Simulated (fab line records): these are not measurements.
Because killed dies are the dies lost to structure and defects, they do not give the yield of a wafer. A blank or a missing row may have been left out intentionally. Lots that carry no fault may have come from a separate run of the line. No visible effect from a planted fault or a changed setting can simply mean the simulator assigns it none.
Lot-split experiment + flow berkeley cmos170 + 23 wafers read from 5 lots, route of 331 steps

## ON THE SPLIT
At UCB170_ZERO_COAT_01 (resist thk 900 nm), the setting spin rpm was moved away from the recipe's 1500 rpm on 10 of the 23 wafers read, by -4.9% to +6.5%. For the rest of the wafers, this setting stayed at what the recipe calls for.

Reading taken at the split's own step.

## THE READING
KrF_of_ZERO_COAT_01.thk nm (the simulator's own value, which no gauge read), in nm, at UCB170_ZERO_COAT_01 (resist thk 900 nm). The file gives no usual value for it. Across the 13 wafers here that went through the recipe, the average is 899.7 nm and the standard deviation 1.7 nm.

| wafer  | tool, chamber at the split | spin rpm as run, rpm | against the recipe | KrF_of_ZERO_COAT_01.thk nm, nm | against lot-mates on the recipe |
|--------|----------------------------|----------------------|--------------------|--------------------------------|---------------------------------|
| L074.2 | litho track-01, 0          | 1500                 | recipe             | 897.4                          | -                               |
| L074.3 | litho track-01, 0          | 1556                 | +3.7%              | 881.9                          | -17.0                           |
| L074.4 | litho track-01, 0          | 1556                 | +3.7%              | 883.4                          | -15.5                           |
| L074.5 | litho track-01, 0          | 1500                 | recipe             | 898.5                          | -                               |
| L074.6 | litho track-01, 0          | 1500                 | recipe             | 900.7                          | -                               |
| L075.2 | litho track-01, 0          | 1500                 | recipe             | 899.5                          | -                               |
| L075.3 | litho track-01, 0          | 1500                 | recipe             | 901.7                          | -                               |
| L075.4 | litho track-01, 0          | 1500                 | recipe             | 902.5                          | -                               |
| L078.1 | litho track-03, 0          | 1500                 | recipe             | 901.7                          | -                               |
| L078.2 | litho track-03, 0          | 1598                 | +6.5%              | 872.8                          | -28.1                           |
| L078.3 | litho track-03, 0          | 1598                 | +6.5%              | 872.3                          | -28.6                           |
| L078.4 | litho track-03, 0          | 1598                 | +6.5%              | 871.3                          | -29.6                           |
| L078.6 | litho track-03, 0          | 1500                 | recipe             | 900                            | -                               |
| L080.1 | litho track-01, 0          | 1472                 | -1.9%              | 908.2                          | +9.4                            |
| L080.2 | litho track-01, 0          | 1472                 | -1.9%              | 906.4                          | +7.5                            |
| L080.3 | litho track-01, 0          | 1472                 | -1.9%              | 905.3                          | +6.4                            |
| L080.4 | litho track-01, 0          | 1500                 | recipe             | 899.2                          | -                               |
| L080.5 | litho track-01, 0          | 1500                 | recipe             | 898.5                          | -                               |
| L081.1 | litho track-03, 0          | 1427                 | -4.9%              | 924.5                          | +25.6                           |
| L081.2 | litho track-03, 0          | 1500                 | recipe             | 896.3                          | -                               |
| L081.3 | litho track-03, 0          | 1427                 | -4.9%              | 922.6                          | +23.7                           |
| L081.4 | litho track-03, 0          | 1500                 | recipe             | 900.6                          | -                               |
| L081.6 | litho track-03, 0          | 1500                 | recipe             | 899.7                          | -                               |

FIT RESULTS
A straight line over all 23 wafers: KrF_of_ZERO_COAT_01.thk nm changes by -4.4 nm for each +1% of spin rpm; r = -0.99; the points scatter about the line by 1.8 nm.
The same after taking each lot's own level away (the mean of its wafers on the recipe; 23 wafers): -4.55 nm for each +1%; r = -0.99; scatter 1.5 nm.
Per that fit: largest spin rpm move, reading shift of 30 nm.
The lots' own levels span 898.85 to 901.23 nm, that is 1.4 times the standard deviation above.
Consequently the slope shifts little with the lot-to-lot level, the two slopes agreeing.
Check: for one of the wafers moved furthest among these (+6.5%), held out of the fit, the line's prediction against its lot-mates is -29.7 nm. Against them it came out at -28.1 nm.

## ADDITIONAL SPLITS CARRIED BY THESE WAFERS
These wafers also went through other splits before the reading. Each is held against what the fit with the lots' levels taken away leaves over:
| other split on the same wafers   | wafers away from the commonest value | r with KrF_of_ZERO_COAT_01.thk nm (lot level and that fit taken away) |
|----------------------------------|--------------------------------------|-----------------------------------------------------------------------|
| UCB170_START_OXIDATION_02 temp c | 10                                   | +0.21                                                                 |

## THE WHOLE CHAIN: every reading that the file lists as answering this split, in the file's order
| step                 | what it does      | reading                                                                     | change (the file's fit)              | r (the file's) |
|----------------------|-------------------|-----------------------------------------------------------------------------|--------------------------------------|----------------|
| UCB170_ZERO_COAT_01  | resist thk 900 nm | KrF_of_ZERO_COAT_01.thk nm (the simulator's own value, which no gauge read) | -4.57 nm for each +1% of the setting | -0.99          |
| UCB170_ZERO_STRIP_07 | strips in O2      | strip time to endpoint s                                                    | withheld for each +1% of the setting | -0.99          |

## THE FILE'S OWN FIT
KrF_of_ZERO_COAT_01.thk nm changes by -4.57 nm for each +1% of spin rpm, r = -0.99.
